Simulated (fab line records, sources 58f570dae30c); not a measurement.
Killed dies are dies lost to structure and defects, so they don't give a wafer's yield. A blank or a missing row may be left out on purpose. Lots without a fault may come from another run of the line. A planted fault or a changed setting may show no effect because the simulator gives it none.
fab line records | flow berkeley_cmos170 | part 2 of 2: steps 32 to 44 of 44
record lots=5 wafers=15 last_day=11
route steps=331 shown PWELL@46 WELLDRIVE@55 ACTIVE@60 PFIELD@79 FIELD@89
lots that met no fault: from a run of the same line without faults
start_h: hours from the record's first day to the start of the lot's first wafer shown | wait_h: hours since the lot's step before | " the same as in the row above | L1.1+2: a row that stands for several wafers | - no value, or no start given | * or withheld: withheld | < > ~ a bound
route shown NAME@n: a module of which the file shows steps, and the number in the route of the first | usual: mean/standard deviation of fault-free wafers | same: alike in all rows | chamber/n: place in a boat | sites: the reading at each site | _std_site: their standard deviation | _edge_site: outer sites' mean less inner sites' | radius_mm: how far each site lies from the wafer's centre | mask NAME#n: copy n | behind: the tool/chamber that last shaped the wafer | hold: why the lot was held/for how many hours/how that ended | device: the transistor (n, p or np) that didn't switch | end of line: the same wafers' tests at the end of the route | a step without rows: its recipe alone | killed: dies lost to structure and defects at the first sort, not the wafer's yield | map: a wafer's dies, x killed, . not, _ none there
set.NAME: the setting as run; set.NAME@STEP: as run at that earlier step | model.NAME: the simulator's own value behind a step, which no gauge read
lots at some steps of the route; a table a step, a row a wafer
services: from which hour (start_h, from the record's first day; less than 0 if before it) a tool's chamber was out of use, for how many hours, and why
## steps
# step UCB170_ACTIVE_CD_MEAS_90
# recipe target_cd_nm=1200
# usual cd_nm=1200.3/1.4
# columns lot.wafer tool chamber start_h wait_h cd_nm
L079.1 cd_sem-01 - 113.13 0.1 1199.6
L079.3 " - " " 1201.3
L079.6 " - " " 1200.1
L084.1 cd_sem-02 - 138.53 0.1 1198.2
L084.3 " - " " 1198.9
L084.5 " - " " 1197.7
L083.1 cd_sem-01 - 138.54 0.1 1200.3
L083.2 " - " " 1201.0
L083.6 " - " " 1200.3
L086.1 cd_sem-01 - 151.79 0.1 1201.4
L086.4 " - " " 1203.0
L086.5 " - " " 1204.0
L090.1 cd_sem-01 - 167.09 0.1 1201.9
L090.2 " - " " 1201.7
L090.4 " - " " 1202.2
# step UCB170_ACTIVE_CLEAN_17
# recipe chemistry=SPM temp_c=120 time_s=600
# same time_s=600
# columns lot.wafer tool chamber start_h wait_h
L079.1+3+6 wet_bench-03 1 113.25 0.1
L084.1+3+5 wet_bench-03 1 138.65 0.1
L083.1+2+6 wet_bench-01 3 138.67 0.1
L086.1+4+5 wet_bench-03 3 151.91 0.1
L090.1+2+4 wet_bench-03 0 168.48 1.4
# step UCB170_PFIELD_HMDS_00
# recipe prime_time_s=60 prime_temp_c=100
# columns lot.wafer tool chamber start_h wait_h
L079.1+3+6 litho_track-01 0 113.69 0.3
L084.1+3+5 litho_track-01 0 139.33 0.5
L083.1+2+6 litho_track-03 0 139.45 0.6
L086.1+4+5 litho_track-02 0 152.09 0.0
L090.1+2+4 litho_track-01 0 168.79 0.1
# step UCB170_PFIELD_COAT_01
# recipe resist=KrF spin_rpm=1500 resist_thk_nm=900
# columns lot.wafer tool chamber start_h wait_h
L079.1+3+6 litho_track-01 0 113.84 0.1
L084.1+3+5 litho_track-01 0 139.48 0.1
L083.1+2+6 litho_track-03 0 139.60 0.1
L086.1+4+5 litho_track-02 0 152.24 0.1
L090.1+2+4 litho_track-01 0 168.94 0.1
# step UCB170_PFIELD_SOFTBAKE_02
# recipe resist=KrF temp_c=130 time_s=60
# same time_s=60
# columns lot.wafer tool chamber start_h wait_h
L079.1+3+6 litho_track-01 0 113.99 0.1
L084.1+3+5 litho_track-01 0 139.63 0.1
L083.1+2+6 litho_track-03 0 139.75 0.1
L086.1+4+5 litho_track-02 0 152.39 0.1
L090.1+2+4 litho_track-01 0 169.09 0.1
# step UCB170_PFIELD_EXPOSE_03
# recipe mask_id=PFIELD na=0.5 sigma_outer=0.6 source_shape=conventional target_cd_nm=1500 dose_mj=30
# columns lot.wafer tool chamber start_h wait_h mask
L079.1+3+6 krf_scanner-02 0 114.35 0.3 PFIELD#0
L084.1+3+5 krf_scanner-02 0 139.78 0.1 PFIELD#0
L083.1+2+6 krf_scanner-01 0 140.02 0.2 PFIELD#0
L086.1+4+5 krf_scanner-02 0 152.66 0.2 PFIELD#0
L090.1+2+4 krf_scanner-02 0 169.24 0.1 PFIELD#0
# step UCB170_PFIELD_PEB_04
# recipe peb_temp_c=130 peb_time_s=withheld resist=KrF
# columns lot.wafer tool chamber start_h wait_h
L079.1+3+6 litho_track-01 0 114.59 0.2
L084.1+3+5 litho_track-02 0 140.85 1.0
L083.1+2+6 litho_track-03 0 141.07 1.0
L086.1+4+5 litho_track-02 0 152.78 0.1
L090.1+2+4 litho_track-03 0 169.66 0.4
# step UCB170_PFIELD_DEVELOP_05
# recipe developer=TMAH develop_time_s=45 resist=KrF dev_temp_c=21
# columns lot.wafer tool chamber start_h wait_h
L079.1+3+6 litho_track-01 0 - -
L084.1+3+5 litho_track-02 0 - -
L083.1+2+6 litho_track-03 0 - -
L086.1+4+5 litho_track-02 0 - -
L090.1+2+4 litho_track-03 0 - -
# step UCB170_PFIELD_OVL_MEAS_06
# usual PFIELD_OVL=-1/5.2
# columns lot.wafer tool chamber start_h wait_h PFIELD_OVL[nm]
L079.1 overlay-01 - 114.86 - 5
L079.3 " - " " 2
L079.6 " - " " -9
L084.1 overlay-01 - 141.12 - -2
L084.3 " - " " -3
L084.5 " - " " -6
L083.1 overlay-02 - 141.35 - -3
L083.2 " - " " -1
L083.6 " - " " 6
L086.1 overlay-02 - 153.05 - 7
L086.4 " - " " 2
L086.5 " - " " 6
L090.1 overlay-02 - 169.93 - -6
L090.2 " - " " 3
L090.4 " - " " 2
# step UCB170_PFIELD_IMPLANT_07
# recipe species=B dose_cm2=2e+13 energy_kev=80 tilt_deg=7
# usual end_station_pressure_torr=5.08e-06/2.7e-07
# columns lot.wafer tool chamber start_h wait_h end_station_pressure_torr
L079.1 implanter-01 0 114.90 0.0 5.53e-06
L079.3 " 0 " " 4.54e-06
L079.6 " 0 " " 4.7e-06
L084.1 implanter-01 0 141.16 0.0 5.04e-06
L084.3 " 0 " " 5.07e-06
L084.5 " 0 " " 4.84e-06
L083.1 implanter-04 0 141.38 0.0 5.27e-06
L083.2 " 0 " " 4.8e-06
L083.6 " 0 " " 5.27e-06
L086.1 implanter-01 0 153.09 0.0 5.25e-06
L086.4 " 0 " " 5.11e-06
L086.5 " 0 " " 4.62e-06
L090.1 implanter-01 0 169.97 0.0 4.97e-06
L090.2 " 0 " " 5.18e-06
L090.4 " 0 " " 5.24e-06
# step UCB170_PFIELD_STRIP_08
# recipe chemistry=O2 power_w=400 pressure_mtorr=3500 platen_temp_c=withheld o2_flow_sccm=400 overash_fraction=0.5
# usual drypump_motor_current_A=5.5/0.31 oes_product_au=0.734/0.0046 strip_time_to_endpoint_s=21.64/0.056
# columns lot.wafer tool chamber start_h wait_h drypump_motor_current_A oes_product_au rf_hours_counter_h strip_time_to_endpoint_s
L079.1 plasma_asher-01 1 115.05 0.1 5.2 0.734 31 21.55
L079.3 " 1 " " 5.2 0.740 - 21.62
L079.6 " 1 " " 5.2 0.734 - 21.57
L084.1 plasma_asher-01 1 141.31 0.1 5.2 0.735 34 21.72
L084.3 " 1 " " 5.2 0.738 - 21.62
L084.5 " 0 " " 5.7 0.738 - 21.67
L083.1 plasma_asher-03 1 141.53 0.1 6.1 0.738 2 21.57
L083.2 " 0 " " 5.8 0.736 2 21.66
L083.6 " 0 " " 5.9 0.736 - 21.66
L086.1 plasma_asher-04 1 153.24 0.1 5.4 0.733 41 21.66
L086.4 " 1 " " 5.3 0.733 - 21.56
L086.5 " 0 " " 5.4 0.735 - 21.59
L090.1 plasma_asher-01 1 170.12 0.1 5.2 0.736 37 21.60
L090.2 " 0 " " 5.7 0.730 37 21.58
L090.4 " 1 " " 5.2 0.727 - 21.63
# step UCB170_PFIELD_TW_MEAS_09
# usual PFIELD_TW=605/7.3
# columns lot.wafer tool chamber start_h wait_h PFIELD_TW
L079.1 film_metro-03 - 115.15 0.1 603
L079.3 " - " " 603
L079.6 " - " " 602
L084.1 film_metro-01 - 141.41 0.1 594
L084.3 " - " " 595
L084.5 " - " " 595
L083.1 film_metro-04 - 141.63 0.1 613
L083.2 " - " " 613
L083.6 " - " " 616
L086.1 film_metro-03 - 153.34 0.1 604
L086.4 " - " " 601
L086.5 " - " " 603
L090.1 film_metro-01 - 170.22 0.1 594
L090.2 " - " " 596
L090.4 " - " " 596
# step UCB170_FIELD_CLEAN_00
# recipe chemistry=dHF dilution=25:1 time_s=7.5
# same time_s=7.5
# columns lot.wafer tool chamber start_h wait_h
L079.1+3+6 wet_bench-02 1 115.21 0.1
L084.1+3+5 wet_bench-03 2 141.47 0.1
L083.1+2+6 wet_bench-02 1 141.69 0.1
L086.1+4+5 wet_bench-03 0 153.40 0.1
L090.1+2+4 wet_bench-03 2 170.28 0.1
## services
# columns tool chamber start_h hours kind
furnace-04 - 67.31 5.6 pm
implanter-01 - 68.62 2.2 repair
rie_diel-02 0 70.35 7.7 repair
krf_scanner-02 - 75.32 0.8 pm
plasma_asher-03 - 92.30 6.0 repair
implanter-04 - 95.62 1.3 repair
wet_bench-02 - 96.19 5.0 repair
plasma_asher-03 - 96.48 5.0 repair
lpcvd-01 - 103.89 6.0 pm
implanter-03 - 107.73 5.1 pm
rie_diel-03 0 108.33 3.9 repair
plasma_asher-03 - 108.75 9.0 pm
plasma_asher-03 - 110.58 4.2 repair
implanter-03 - 117.86 1.8 pm
plasma_asher-03 - 120.34 3.6 repair
krf_scanner-02 - 122.84 1.3 pm
rie_diel-04 2 128.59 12.0 repair
krf_scanner-01 - 129.65 0.8 pm
rie_diel-04 1 136.98 13.0 repair
krf_scanner-01 - 147.38 11.6 pm
krf_scanner-02 - 148.66 0.3 repair
implanter-04 - 152.62 2.8 repair
implanter-01 - 156.02 4.7 pm
krf_scanner-01 - 158.93 1.3 pm
